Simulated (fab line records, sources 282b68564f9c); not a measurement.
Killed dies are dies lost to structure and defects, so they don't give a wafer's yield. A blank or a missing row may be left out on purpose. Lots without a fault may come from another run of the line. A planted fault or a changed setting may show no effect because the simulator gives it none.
Problem report in the 8D (eight disciplines) form, filled by code | flow rit_cmos | the parts of the form that need people (team, actions taken, sign-off) are left out

1. THE PROBLEM
heater_power_total_W at RIT_M1_SOFTBAKE_05 reads a mean of 35.54 W on 6 wafers of 2 lots; wafers without a fault read 34.55 W with a standard deviation of 0.055. That is +18 standard deviations from the usual mean.
The step: time 60 s.
First seen on wafer L906.4, day 6 05:18, on litho_track-04. The record holds 18 wafers of 6 lots with a number at this step. Rule for "out", or "out of limits": more than 4 standard deviations from the usual mean. The other wafers with a number count as sound.

2. WHAT IT IS AND WHAT IT IS NOT
question                    | is                                 | is not
which readings at this step | heater_power_total_W, plate_temp_C | resist_line_temp_C
which lots                  | L906, L907                         | L898, L903, L916, L917
which wafers of those lots  | all that have a number             | -
read on which tools         | litho_track-04                     | litho_track-02, litho_track-03
when                        | from day 6 05:18                   | up to then (6 sound wafers); but 6 sound wafers of L916, L917 came after

3. SUSPECTS, AND WHAT RULES EACH OUT
Counting: a tool at a process step up to the reading stays a suspect if it ran every lot that is out and no sound lot after the first of them.
- rie_diel-01 at RIT_CONTACT_ETCH_11 (etches SiO2 in CHF3/CF4/Ar, stops on TiSi2, target depth 480 nm, time 320 s): kept. It ran every lot that is out, first L906 (day 6 03:37), and no sound lot after that.
- litho_track-04 at RIT_M1_SOFTBAKE_05 (time 60 s): ruled out as a lasting fault. Sound lots L916 ran on it after its first lot that is out, L906 (day 6 05:18).
Left after counting: rie_diel-01 at RIT_CONTACT_ETCH_11.

4. THE CAUSE (what the simulator had put in)
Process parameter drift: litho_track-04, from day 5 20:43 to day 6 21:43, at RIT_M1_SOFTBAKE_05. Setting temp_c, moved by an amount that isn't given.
Counting ruled it out, wrongly.

5. THE CHAIN OF EFFECTS, in route order
Each row: a reading whose mean over the struck wafers that have a number lies more than 3 standard deviations from the usual. Only readings for which the record gives a usual standard deviation are gone through. hours: the time from each lot's start at the first step in this table that gives one to its start at this step, as a median over the lots. sigmas: the change in usual standard deviations.
hours | step               | reading              | usual   | on struck wafers | change | sigmas
0     | RIT_M1_SOFTBAKE_05 | heater_power_total_W | 34.55 W | 35.54            | +0.99  | +18
0     | RIT_M1_SOFTBAKE_05 | plate_temp_C         | 90.01 C | 91.93            | +1.92  | +15
The process steps in it:
- RIT_M1_SOFTBAKE_05: time 60 s.
Later measuring or inspecting steps at which every struck wafer that the step has a row for has a number for every such reading, and none has moved that far: RIT_M1_CD_MEAS_09.

6. WHAT WOULD HAVE CAUGHT IT SOONER
In this record the first reading out of limits was taken at day 6 05:18, 9 hours after the fault began at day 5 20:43.
